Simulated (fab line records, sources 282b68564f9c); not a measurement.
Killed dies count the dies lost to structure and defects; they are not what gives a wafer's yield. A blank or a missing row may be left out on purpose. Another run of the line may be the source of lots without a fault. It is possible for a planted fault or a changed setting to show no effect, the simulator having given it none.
Which tool is to blame? :: flow ritCmos :: 39 wafers from 13 lots sampled at 2 of the route's 202 steps

## WHAT EACH GAUGE READ, for each wafer
RIT_CONTACT_THK_MEAS_01. Usual: CONTACT_TEOS_THK typically reads 400 nm, with standard deviation 5.
lot: L318
measured: day 3 06:24
on: filmMetro-04
CONTACT_TEOS_THK (nm): 394 406 408
flag: 

lot: L319
measured: day 3 11:59
on: filmMetro-03
CONTACT_TEOS_THK (nm): 397 401 409
flag: 

lot: L320
measured: day 3 13:56
on: filmMetro-03
CONTACT_TEOS_THK (nm): 391 392 405
flag: 

lot: L321
measured: day 3 18:13
on: filmMetro-01
CONTACT_TEOS_THK (nm): 398 408 404
flag: 

lot: L323
measured: day 4 08:08
on: filmMetro-04
CONTACT_TEOS_THK (nm): 398 399 411
flag: 

lot: L324
measured: day 4 10:18
on: filmMetro-01
CONTACT_TEOS_THK (nm): 396 393 396
flag: 

lot: L325
measured: day 4 19:45
on: filmMetro-04
CONTACT_TEOS_THK (nm): 399 399 408
flag: 

lot: L326
measured: day 4 23:20
on: filmMetro-01
CONTACT_TEOS_THK (nm): 395 393 395
flag: 

lot: L327
measured: day 5 06:49
on: filmMetro-04
CONTACT_TEOS_THK (nm): 399 404 399
flag: 

lot: L328
measured: day 5 11:53
on: filmMetro-03
CONTACT_TEOS_THK (nm): 395 400 410
flag: 

lot: L336
measured: day 6 22:53
on: filmMetro-04
CONTACT_TEOS_THK (nm): 396 521 405
flag: OFF

lot: L340
measured: day 7 18:38
on: filmMetro-04
CONTACT_TEOS_THK (nm): 396 398 399
flag: 

lot: L341
measured: day 8 02:14
on: filmMetro-03
CONTACT_TEOS_THK (nm): 402 409 407
flag: 

## EACH LOT AND THE TOOL THAT RAN IT (in order: tool; ch and the chambers of the sampled wafers; start)
lot: L318
RIT_CONTACT_CVD_00: pecvd-03 ch 0,1,2, day 3 06:20

lot: L319
RIT_CONTACT_CVD_00: pecvd-02 ch 0,2, day 3 11:56

lot: L320
RIT_CONTACT_CVD_00: pecvd-04 ch 0,2, day 3 13:52

lot: L321
RIT_CONTACT_CVD_00: pecvd-03 ch 0,2, day 3 18:09

lot: L323
RIT_CONTACT_CVD_00: pecvd-04 ch 0,1, day 4 08:04

lot: L324
RIT_CONTACT_CVD_00: pecvd-03 ch 0,1,2, day 4 10:14

lot: L325
RIT_CONTACT_CVD_00: pecvd-02 ch 0,1, day 4 19:41

lot: L326
RIT_CONTACT_CVD_00: pecvd-04 ch 0,1,2, day 4 23:17

lot: L327
RIT_CONTACT_CVD_00: pecvd-03 ch 0,1,2, day 5 06:45

lot: L328
RIT_CONTACT_CVD_00: pecvd-02 ch 0,2, day 5 11:50

lot: L336
RIT_CONTACT_CVD_00: pecvd-02 ch 0,1, day 6 22:50

lot: L340
RIT_CONTACT_CVD_00: pecvd-03 ch 0,1,2, day 7 18:35

lot: L341
RIT_CONTACT_CVD_00: pecvd-04 ch 0,1, day 8 02:11
- RIT_CONTACT_CVD_00: deposits SiO2 from TEOS, target thk 400 nm, time 61 s.

## AS READ BY THE TOOLS THEMSELVES (means over the sampled wafers that have a number; for cases with no such wafer, the mark the record gives instead)
RIT_CONTACT_CVD_00. Usual: 334 W for heaterPowerW, sd 43.
lot: L318
tool: pecvd-03
heaterPowerW (W): 333
flag: 

lot: L319
tool: pecvd-02
heaterPowerW (W): 326
flag: 

lot: L320
tool: pecvd-04
heaterPowerW (W): 370
flag: 

lot: L321
tool: pecvd-03
heaterPowerW (W): 370
flag: 

lot: L323
tool: pecvd-04
heaterPowerW (W): 310
flag: 

lot: L324
tool: pecvd-03
heaterPowerW (W): 379
flag: 

lot: L325
tool: pecvd-02
heaterPowerW (W): 324
flag: 

lot: L326
tool: pecvd-04
heaterPowerW (W): 305
flag: 

lot: L327
tool: pecvd-03
heaterPowerW (W): 347
flag: 

lot: L328
tool: pecvd-02
heaterPowerW (W): 304
flag: 

lot: L336
tool: pecvd-02
heaterPowerW (W): 352
flag: 

lot: L340
tool: pecvd-03
heaterPowerW (W): 364
flag: 

lot: L341
tool: pecvd-04
heaterPowerW (W): 319
flag: 

## THE ANSWER, worked out from the rows above alone
Rule: lot off if the mean of its wafers having a number is beyond 3 standard deviations from the usual mean. Also off: a lot with no number at a reading for which 4 or more lots have one. Any other lot the step has rows for is counted as sound. First the gauges in route order, then the tools' own readings, where a lot's mean is used as printed above. The first step at which some lot is off is used, and at that step the reading that is off furthest; a lot without a number counts as furthest.
Off: at RIT_CONTACT_THK_MEAS_01 (CONTACT_TEOS_THK), L336.
If a tool, at a process step before that reading, ran all the lots that are off and no sound lot after the first of them, it fits. Gauges at RIT_CONTACT_THK_MEAS_01: tried the same way as those tools. One fits: pecvd-02 at RIT_CONTACT_CVD_00. A fault onset in the window from L328 (day 5 11:50, its last sound lot) to L336 (day 6 22:50, its first lot off) fits.

## WHAT THE SIMULATOR HAD PUT IN
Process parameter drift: pecvd-02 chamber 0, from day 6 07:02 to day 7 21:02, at RIT_CONTACT_CVD_00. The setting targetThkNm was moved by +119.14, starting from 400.
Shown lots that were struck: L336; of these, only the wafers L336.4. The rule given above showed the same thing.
